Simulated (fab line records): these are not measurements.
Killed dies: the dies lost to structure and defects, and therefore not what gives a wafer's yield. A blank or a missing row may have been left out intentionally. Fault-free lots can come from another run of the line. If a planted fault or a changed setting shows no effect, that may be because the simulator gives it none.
What tool caused it? + flow rit_cmos + Sampling: 15 lots, 44 wafers, 2 of 202 route steps

== WHAT THE GAUGES SHOWED, per wafer ==
The record lacks any reading of a measuring or inspecting step that a usual standard deviation could be used to judge.

== WHICH TOOL RAN EACH LOT (tool, then ch and the chambers of the sampled wafers, then the start) ==
| lot  | RIT_M1_HARDBAKE_11               | RIT_M1_PROBE_99        |
|------|----------------------------------|------------------------|
| L706 | litho_track-01 ch 0, day 3 17:47 | prober-01, day 3 20:31 |
| L707 | litho_track-04 ch 0, day 3 21:34 | prober-02, day 4 00:05 |
| L708 | litho_track-01 ch 0, day 4 04:27 | prober-01, day 4 06:57 |
| L709 | litho_track-02 ch 0, day 4 07:56 | prober-02, day 4 11:43 |
| L710 | litho_track-02 ch 0, day 4 11:31 | prober-01, day 4 14:02 |
| L711 | litho_track-04 ch 0, day 4 18:04 | prober-02, day 4 20:35 |
| L715 | litho_track-02 ch 0, day 5 14:16 | prober-02, day 5 16:51 |
| L716 | litho_track-01 ch 0, day 5 17:48 | prober-01, day 5 20:18 |
| L718 | litho_track-02 ch 0, day 6 05:08 | prober-01, day 6 07:49 |
| L719 | litho_track-02 ch 0, day 6 09:13 | prober-02, day 6 11:43 |
| L720 | litho_track-02 ch 0, day 6 15:11 | prober-01, day 6 18:25 |
| L721 | litho_track-01 ch 0, day 6 19:56 | prober-02, day 6 23:20 |
| L722 | litho_track-02 ch 0, day 7 00:43 | prober-01, day 7 03:14 |
| L723 | litho_track-02 ch 0, day 7 06:53 | prober-02, day 7 09:24 |
| L724 | litho_track-04 ch 0, day 7 11:50 | prober-01, day 7 14:26 |
- RIT_M1_HARDBAKE_11: time 120 s.
- RIT_M1_PROBE_99

== WHAT THE TOOLS THEMSELVES READ (means of the sampled wafers that have a number; where no wafer has one, the mark that the record gives instead) ==
RIT_M1_HARDBAKE_11. Usual: chill_plate_temp_C 23.00 C, standard deviation 0.12; heater_power_total_W 52.02 W, standard deviation 0.058; plate_temp_C 139.99 C, standard deviation 0.15.
| lot  | tool           | chill_plate_temp_C (C) | heater_power_total_W (W) | plate_temp_C (C) | flag |
|------|----------------|------------------------|--------------------------|------------------|------|
| L706 | litho_track-01 | 22.91                  | 52.07                    | 140.12           |      |
| L707 | litho_track-04 | 22.91                  | 51.98                    | 139.95           |      |
| L708 | litho_track-01 | 22.98                  | 51.99                    | 140.08           |      |
| L709 | litho_track-02 | 22.84                  | 52.02                    | 140.18           |      |
| L710 | litho_track-02 | 23.07                  | 52.03                    | 140.08           |      |
| L711 | litho_track-04 | 22.91                  | 52.01                    | 140.22           |      |
| L715 | litho_track-02 | 23.05                  | 52.08                    | 139.93           |      |
| L716 | litho_track-01 | 23.12                  | 52.07                    | 139.90           |      |
| L718 | litho_track-02 | 23.13                  | 52.05                    | 140.09           |      |
| L719 | litho_track-02 | 23.03                  | 52.00                    | 139.92           |      |
| L720 | litho_track-02 | 22.88                  | 51.45                    | 139.03           | OFF  |
| L721 | litho_track-01 | 22.97                  | 51.99                    | 139.83           |      |
| L722 | litho_track-02 | 23.05                  | 51.44                    | 138.68           | OFF  |
| L723 | litho_track-02 | 23.01                  | 51.44                    | 138.79           | OFF  |
| L724 | litho_track-04 | 23.14                  | 52.06                    | 139.97           |      |

RIT_M1_PROBE_99. Usual: defect_limited_yield 97.5 %, standard deviation 1.1; killed_at_M0_to_M3 0.0, standard deviation 0.14; killed_at_contacts 0.0, standard deviation 0.22; killed_at_front_end 6.5, standard deviation 3; killed_dies 6.6, standard deviation 3; killed_open 3.4, standard deviation 2.2; killed_short 3.3, standard deviation 1.7; sort_bin_3_pad_short 0.1 %, standard deviation 0.22; sort_bin_5_function 1.4 %, standard deviation 0.73; sort_bin_6_memory 1.0 %, standard deviation 0.64; sort_n_pass 257.4, standard deviation 3; sort_yield_pct 97.5 %, standard deviation 1.1.
| lot  | tool      | defect_limited_yield (%) | killed_at_M0_to_M3 | killed_at_contacts | killed_at_front_end | killed_dies | killed_open | killed_short | sort_bin_3_pad_short (%) | sort_bin_5_function (%) | sort_bin_6_memory (%) | sort_n_pass | sort_yield_pct (%) | flag |
|------|-----------|--------------------------|--------------------|--------------------|---------------------|-------------|-------------|--------------|--------------------------|-------------------------|-----------------------|-------------|--------------------|------|
| L706 | prober-01 | 98.1                     | 0.0                | 0.0                | 5.0                 | 5.0         | 2.0         | 3.0          | 0.0                      | 1.0                     | 0.9                   | 259.0       | 98.1               |      |
| L707 | prober-02 | 96.2                     | 0.0                | 0.0                | 10.0                | 10.0        | 3.7         | 6.3          | 0.4                      | 2.0                     | 1.4                   | 254.0       | 96.2               |      |
| L708 | prober-01 | 97.4                     | 0.3                | 0.0                | 6.7                 | 7.0         | 4.0         | 3.0          | 0.1                      | 1.0                     | 1.5                   | 257.0       | 97.4               |      |
| L709 | prober-02 | 97.0                     | 0.0                | 0.0                | 8.0                 | 8.0         | 4.7         | 3.3          | 0.3                      | 1.8                     | 1.0                   | 256.0       | 97.0               |      |
| L710 | prober-01 | 98.4                     | 0.0                | 0.0                | 4.3                 | 4.3         | 1.7         | 2.7          | 0.1                      | 1.0                     | 0.5                   | 259.7       | 98.4               |      |
| L711 | prober-02 | 99.0                     | 0.0                | 0.0                | 2.7                 | 2.7         | 2.3         | 0.3          | 0.0                      | 0.7                     | 0.4                   | 261.3       | 99.0               |      |
| L715 | prober-02 | 97.8                     | 0.0                | 0.0                | 5.7                 | 5.7         | 2.0         | 3.7          | 0.1                      | 1.4                     | 0.6                   | 258.3       | 97.8               |      |
| L716 | prober-01 | 97.6                     | 0.0                | 0.3                | 6.0                 | 6.3         | 3.3         | 3.0          | 0.1                      | 1.5                     | 0.8                   | 257.7       | 97.6               |      |
| L718 | prober-01 | 97.5                     | 0.0                | 0.0                | 6.7                 | 6.7         | 3.7         | 3.0          | 0.0                      | 1.5                     | 1.0                   | 257.3       | 97.5               |      |
| L719 | prober-02 | 99.1                     | 0.0                | 0.0                | 2.3                 | 2.3         | 1.0         | 1.3          | 0.0                      | 0.5                     | 0.4                   | 261.7       | 99.1               |      |
| L720 | prober-01 | 97.9                     | 0.0                | 0.0                | 5.5                 | 5.5         | 2.0         | 3.5          | 0.4                      | 1.1                     | 0.6                   | 258.5       | 97.9               |      |
| L721 | prober-02 | 96.9                     | 0.0                | 0.0                | 8.0                 | 8.0         | 2.0         | 6.0          | 0.3                      | 1.5                     | 1.2                   | 256.0       | 96.9               |      |
| L722 | prober-01 | 98.2                     | 0.0                | 0.0                | 4.7                 | 4.7         | 2.0         | 2.7          | 0.3                      | 0.9                     | 0.6                   | 259.3       | 98.2               |      |
| L723 | prober-02 | 97.1                     | 0.0                | 0.0                | 7.7                 | 7.7         | 5.0         | 2.7          | 0.0                      | 1.4                     | 1.5                   | 256.3       | 97.1               |      |
| L724 | prober-01 | 98.5                     | 0.0                | 0.0                | 4.0                 | 4.0         | 2.7         | 1.3          | 0.1                      | 0.6                     | 0.8                   | 260.0       | 98.5               |      |

== THE ANSWER, worked out from the rows above alone ==
Rule: lot off if the mean of its wafers having a number is beyond 3 standard deviations from the usual mean. A lot without any number at a reading at which 4 lots or more have one is off too. All remaining lots with rows at the step are treated as sound. The gauges are gone through in route order, then the tools' own readings, and for those a lot's mean is taken as printed above. At the first step where some lot is off, the reading lying furthest off is the one used; lots without a number count as furthest.
Off, at RIT_M1_HARDBAKE_11 on heater_power_total_W: L720, L722, L723.
A tool fits if, at that step or a process step before it, it ran every lot that is off, and no sound lot after the first of them. One candidate fits, namely litho_track-02 at RIT_M1_HARDBAKE_11. A fault onset in the window from L719 (day 6 09:13, its last sound lot) to L720 (day 6 15:11, its first lot off) fits.
The tool's own readings at RIT_M1_HARDBAKE_11 bear it out: on the lots that are off they differ by more than 5 times the standard deviation of the sound lots' means. heater_power_total_W reads 51.44 W there against 52.03 W on the sound lots; plate_temp_C reads 138.83 C there against 140.02 C on the sound lots.

== WHAT THE SIMULATOR HAD INSERTED ==
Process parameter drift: litho_track-02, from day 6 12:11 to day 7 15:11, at RIT_M1_HARDBAKE_11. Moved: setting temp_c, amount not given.
Shown lots that were struck: L720, L722, L723. This agrees with what the rule above found.
